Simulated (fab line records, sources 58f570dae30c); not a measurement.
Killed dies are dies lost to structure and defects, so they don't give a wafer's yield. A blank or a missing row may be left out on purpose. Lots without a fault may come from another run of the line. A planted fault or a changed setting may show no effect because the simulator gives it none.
Problem report in the 8D (eight disciplines) form, filled by code | flow berkeley_cmos170 | the parts of the form that need people (team, actions taken, sign-off) are left out

1. THE PROBLEM
PLDD_RS at UCB170_SDANNEAL_RS_MEAS_04 reads a mean of 1063.8 ohm/sq on 6 wafers of 2 lots; wafers without a fault read 1032.4 ohm/sq with a standard deviation of 2.5. That is +13 standard deviations from the usual mean.
The step: measures by four-point-probe.
First seen on wafer L318.2, day 10 09:25, on film_metro-01. The record holds 36 wafers of 12 lots with a number at this step. Rule for "out", or "out of limits": more than 4 standard deviations from the usual mean. The other wafers with a number count as sound.

2. WHAT IT IS AND WHAT IT IS NOT
question                    | is                           | is not
which readings at this step | PLDD_RS                      | -
which lots                  | L318, L321                   | L302, L303, L304, L305, L306, L307, L308, L309, L322, L324
which wafers of those lots  | all that have a number       | -
read on which gauges        | film_metro-01, film_metro-02 | film_metro-03
when                        | from day 10 09:25            | up to then (24 sound wafers); but 6 sound wafers of L322, L324 came after

3. SUSPECTS, AND WHAT RULES EACH OUT
Counting: a tool at a process step up to the reading stays a suspect if it ran every lot that is out and no sound lot after the first of them.
- the gauge at UCB170_SDANNEAL_RS_MEAS_04: ruled out. The wafers that are out were read on 2 gauges (film_metro-01, film_metro-02).
- implanter-01 at UCB170_PLDD_IMPLANT_09: kept. It ran every lot that is out, first L318 (day 9 19:53), and no sound lot after that; its last sound lot up to then is L307 (day 7 03:43). Its own readings are out on those wafers: dose_ions_cm2.
Left after counting: implanter-01 at UCB170_PLDD_IMPLANT_09.

4. THE CAUSE (what the simulator had put in)
Process parameter drift: implanter-01, from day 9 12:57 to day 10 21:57, at UCB170_PLDD_IMPLANT_09. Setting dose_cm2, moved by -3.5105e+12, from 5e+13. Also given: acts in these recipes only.
Counting left only this tool.

5. THE CHAIN OF EFFECTS, in route order
Each row: a reading whose mean over the struck wafers that have a number lies more than 3 standard deviations from the usual. Only readings for which the record gives a usual standard deviation are gone through. hours: the time from each lot's start at the first step in this table that gives one to its start at this step, as a median over the lots. sigmas: the change in usual standard deviations.
hours | step                       | reading            | usual         | on struck wafers | change | sigmas
0     | UCB170_PLDD_IMPLANT_09     | dose_ions_cm2      | 5e+13         | 5e+13            | -4e+12 | -67
0     | UCB170_PLDD_IMPLANT_09     | faraday_current_uA | 159           | 149              | -10    | -3.3
15    | UCB170_SDANNEAL_RS_MEAS_04 | PLDD_RS            | 1032.4 ohm/sq | 1063.8           | +31.4  | +13
The process steps in it:
- UCB170_PLDD_IMPLANT_09

6. WHAT WOULD HAVE CAUGHT IT SOONER
In this record the first reading out of limits at a measuring or inspecting step was taken at day 10 09:25, 20 hours after the fault began at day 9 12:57.
The tool's own readings at UCB170_PLDD_IMPLANT_09 were out on every struck wafer that the step has a row for (dose_ions_cm2): an alarm limit on them would have fired on the first of those.
Of the lots that are out (2), L321 began UCB170_PLDD_IMPLANT_09 on implanter-01 after day 10 09:25. A hold on the tool at that time would have spared it.
